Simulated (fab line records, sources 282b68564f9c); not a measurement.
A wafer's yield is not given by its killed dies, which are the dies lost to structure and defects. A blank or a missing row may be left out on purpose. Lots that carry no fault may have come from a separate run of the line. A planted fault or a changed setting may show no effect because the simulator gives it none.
2 desks looking at one fault | flow rit_cmos | only its own numbers are on each desk; what lay behind them is given at the end

## DESK OF THE TOOL OWNER: rtp_anneal-02
The tool's own readings at RIT_SILICIDE_RTA_04 (time 10 s, ramp up 5 s, ramp down 5 s): means of the sampled wafers that have a number, for each lot that ran on this tool. Any lot whose mean is over 4 standard deviations away from the usual mean is out of limits and marked OUT; that distance is given in the brackets.
Columns: A = wafer_temp_C_max at RIT_SILICIDE_RTA_04, usual 651.8
lot  | first seen here | A
L372 | day 4 15:01     | 652.3
L380 | day 6 07:53     | 651.4
L384 | day 7 01:49     | 627.1 (-46) OUT
L386 | day 7 12:32     | 626.9 (-46) OUT
This desk finds L384, L386 out of limits, L384 being first, at day 7 01:49 (wafer_temp_C_max at RIT_SILICIDE_RTA_04). In limits: L372, L380.

## THE METROLOGY DESK
What the gauges read, lot by lot, whatever tool the lot ran on: means of the sampled wafers that have a number. Any lot whose mean is over 4 standard deviations away from the usual mean is out of limits and marked OUT; that distance is given in the brackets.
Columns: A = PSD_RS at RIT_SDANNEAL_RS_MEAS_04, usual 115.9 ohm/sq; B = NSD_RS at RIT_SDANNEAL_RS_MEAS_05, usual 84.51 ohm/sq; C = PLDD_RS at RIT_SDANNEAL_RS_MEAS_06, usual 178.6 ohm/sq; D = NLDD_RS at RIT_SDANNEAL_RS_MEAS_07, usual 151.6 ohm/sq; E = SILICIDE_TI_RS at RIT_SILICIDE_RS_MEAS_02, usual 47.8 ohm/sq; F = SILICIDE_TI_THK at RIT_SILICIDE_THK_MEAS_03, usual 30.27 nm
lot  | first seen here | A     | B     | C     | D     | E    | F
L372 | day 4 14:11     | 116.3 | 84.57 | 178.8 | 151.2 | 47.3 | 30.19
L377 | day 5 12:21     | 115.8 | 84.39 | 178.1 | 152.1 | 47.2 | 30.57
L380 | day 6 07:04     | 116.1 | 84.37 | 178.9 | 151.4 | 48.1 | 29.89
L384 | day 7 01:01     | 116.2 | 84.52 | 179.3 | 152.0 | 47.8 | 30.28
L386 | day 7 11:43     | 115.9 | 84.57 | 178.8 | 151.7 | 47.3 | 30.40
L389 | day 8 11:58     | 116.0 | 84.85 | 178.6 | 152.5 | 47.7 | 30.24
Finding of this desk: none of the 6 lots has anything out of limits.

## PUT TOGETHER
On L384, L386, at day 7 01:49, an alarm was possible from the tool owner's desk.
At the metrology desk, nothing out of limits was observed.
The metrology desk has L384, L386 on record, within its limits.
On rtp_anneal-02, each named lot ran RIT_SILICIDE_RTA_04.

## WHAT HAD BEEN PUT IN BY THE SIMULATOR
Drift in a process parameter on rtp_anneal-02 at RIT_SILICIDE_RTA_04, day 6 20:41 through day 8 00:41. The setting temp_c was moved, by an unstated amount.
Shown lots that were struck: L384, L386.
Time in hours from fault onset to the first out-of-limits reading at each desk: the tool owner's desk, 5.
